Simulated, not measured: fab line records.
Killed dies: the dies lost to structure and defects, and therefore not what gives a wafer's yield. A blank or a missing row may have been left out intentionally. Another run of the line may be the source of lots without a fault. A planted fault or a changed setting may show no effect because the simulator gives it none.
Lot-split experiment | flow berkeley_cmos170 | 23 wafers read from 5 lots, route of 331 steps

## ON THE SPLIT
At UCB170_START_OXIDATION_02 (target thk 20 nm, ox time 1800 s), the setting temp_c was moved away from the recipe's 950 C on 15 of the 23 wafers read, by -1.0% to +2.8%. For the rest of the wafers, this setting stayed at what the recipe calls for.

There is no step in the file separating the split from the reading.

## THE READING
START_OXIDE_THK in nanometres, read at UCB170_START_THK_MEAS_03. Fault-free wafers of this fab line usually give 20.1 nm, standard deviation 0.53 nm.

wafer  | tool, chamber at the split | temp_c as run, C | against the recipe | START_OXIDE_THK, nm | against lot-mates on the recipe
L076.1 | -, -                       | 940.4            | -1.0%              | 17.5                | no lot-mate on the recipe
L076.2 | -, -                       | 940.4            | -1.0%              | 17.7                | no lot-mate on the recipe
L076.4 | -, -                       | 940.4            | -1.0%              | 17.9                | no lot-mate on the recipe
L076.5 | -, -                       | 940.4            | -1.0%              | 17.7                | no lot-mate on the recipe
L076.6 | -, -                       | 940.4            | -1.0%              | 17.5                | no lot-mate on the recipe
L077.2 | -, -                       | 950              | recipe             | 20.2                | -
L077.3 | -, -                       | 950              | recipe             | 20.3                | -
L077.4 | -, -                       | 950              | recipe             | 20.2                | -
L077.5 | -, -                       | 950              | recipe             | 20.2                | -
L077.6 | -, -                       | 950              | recipe             | 20.1                | -
L079.1 | -, -                       | 976.3            | +2.8%              | 26.3                | no lot-mate on the recipe
L079.3 | -, -                       | 976.3            | +2.8%              | 25.6                | no lot-mate on the recipe
L079.4 | -, -                       | 976.3            | +2.8%              | 25.5                | no lot-mate on the recipe
L079.5 | -, -                       | 976.3            | +2.8%              | 26.2                | no lot-mate on the recipe
L079.6 | -, -                       | 976.3            | +2.8%              | 25.9                | no lot-mate on the recipe
L082.1 | -, -                       | 967.3            | +1.8%              | 23.1                | no lot-mate on the recipe
L082.2 | -, -                       | 967.3            | +1.8%              | 23.4                | no lot-mate on the recipe
L082.4 | -, -                       | 967.3            | +1.8%              | 23.2                | no lot-mate on the recipe
L082.5 | -, -                       | 967.3            | +1.8%              | 23.2                | no lot-mate on the recipe
L082.6 | -, -                       | 967.3            | +1.8%              | 23.4                | no lot-mate on the recipe
L083.1 | furnace-04, 0              | 950              | recipe             | 20.6                | -
L083.2 | furnace-04, 0              | 950              | recipe             | 20.4                | -
L083.4 | furnace-04, 0              | 950              | recipe             | 20.8                | -

FIT RESULTS
A straight line over all 23 wafers: START_OXIDE_THK changes by +2.05 nm for each +1% of temp_c; r = +0.99; the points scatter about the line by 0.43 nm.
Too few moved wafers have a lot-mate on the recipe to fit a line with each lot's own level taken away.

## THE WHOLE CHAIN: every reading that the file lists as answering this split, in the file's order
step                      | what it does                     | reading                                                                            | change (the file's fit)              | r (the file's)
UCB170_START_OXIDATION_02 | target thk 20 nm, ox time 1800 s | SiO2_of_START_OXIDATION_02.thk_nm (the simulator's own value, which no gauge read) | +2.05 nm for each +1% of the setting | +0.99
UCB170_START_THK_MEAS_03  |                                  | START_OXIDE_THK                                                                    | +2.05 for each +1% of the setting    | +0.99

## THE FILE'S OWN FIT
START_OXIDE_THK changes by +2.05 nm for each +1% of temp_c, r = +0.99.
